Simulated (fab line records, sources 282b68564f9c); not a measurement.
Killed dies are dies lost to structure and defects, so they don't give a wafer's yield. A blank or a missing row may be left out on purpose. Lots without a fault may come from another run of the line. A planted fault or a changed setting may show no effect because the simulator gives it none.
One fault seen from 2 desks | flow rit_cmos | each desk has only its own numbers; what lay behind them comes last

THE METROLOGY DESK
What the gauges read, lot by lot, whatever tool the lot ran on: means of the sampled wafers that have a number. A lot is out of limits, marked OUT, if its mean lies more than 4 standard deviations from the usual mean; the brackets give that distance.
Columns: A = ACTIVE_NITRIDE_THK at RIT_ACTIVE_THK_MEAS_04, usual 149.2 nm; B = PWELL_OVL at RIT_PWELL_OVL_MEAS_06, usual -0.4 nm; C = GATE_OVL at RIT_GATE_OVL_MEAS_17, usual -0.1 nm; D = CONTACT_TEOS_THK at RIT_CONTACT_THK_MEAS_01, usual 401 nm
lot  | first seen here | A     | B    | C    | D
L233 | day 1 18:32     | 152.0 | -0.0 | 0.7  | 404
L234 | day 2 00:46     | 150.5 | 0.6  | -1.0 | 395
L236 | day 2 09:34     | 149.6 | 0.2  | 0.3  | 407
L238 | day 2 20:52     | 149.3 | 0.2  | 0.2  | 407
L239 | day 3 01:14     | 148.5 | 0.1  | 0.3  | 406
L240 | day 3 07:34     | 150.1 | -1.1 | 0.3  | 398
L241 | day 3 11:38     | 148.3 | -1.4 | -0.4 | 398
L243 | day 3 21:50     | 150.0 | -1.3 | 1.3  | 401
L244 | day 4 02:10     | 147.4 | -2.2 | -1.2 | 397
L246 | day 4 14:53     | 147.4 | 0.1  | 1.0  | 397
L249 | day 5 04:10     | 148.5 | 0.9  | -0.4 | 374 (-4.6) OUT
L250 | day 5 07:32     | 146.7 | 0.3  | -0.8 | 399
L253 | day 6 01:02     | 149.4 | 0.6  | -0.4 | 369 (-5.4) OUT
L254 | day 6 07:22     | 150.0 | 0.3  | -1.9 | 400
This desk's finding: out of limits on L249, L253; first on L249, day 7 09:05 (CONTACT_TEOS_THK at RIT_CONTACT_THK_MEAS_01). In limits: L233, L234, L236, L238, L239, L240, L241, L243, L244, L246, L250, L254.

THE TOOL OWNER'S DESK: pecvd-01
The tool's own readings at RIT_CONTACT_CVD_00 (deposits SiO2 from TEOS, target thk 400 nm, time 61 s): means of the sampled wafers that have a number, for each lot that ran on this tool. A lot is out of limits, marked OUT, if its mean lies more than 4 standard deviations from the usual mean; the brackets give that distance.
Columns: A = heater_power_w at RIT_CONTACT_CVD_00, usual 311 W
lot  | first seen here | A
L234 | day 3 15:52     | 313
L240 | day 4 21:23     | 324
L243 | day 5 11:14     | 300
L246 | day 6 13:26     | 280
L249 | day 7 09:01     | 295
L253 | day 8 05:45     | 280
This desk's finding: nothing out of limits on any of the 6 lots.

PUT TOGETHER
The metrology desk could have raised an alarm at day 7 09:05, on L249, L253.
The tool owner's desk saw nothing out of limits.
The tool owner's desk has L249, L253 on record, within its limits.
Of the lots named, all ran RIT_CONTACT_CVD_00 on pecvd-01.

WHAT THE SIMULATOR HAD PUT IN
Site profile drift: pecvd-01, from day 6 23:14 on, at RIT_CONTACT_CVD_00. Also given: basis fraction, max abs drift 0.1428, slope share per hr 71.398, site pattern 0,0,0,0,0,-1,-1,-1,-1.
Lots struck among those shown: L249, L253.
Hours from the fault's start to each desk's first reading out of limits: the metrology desk, 10.
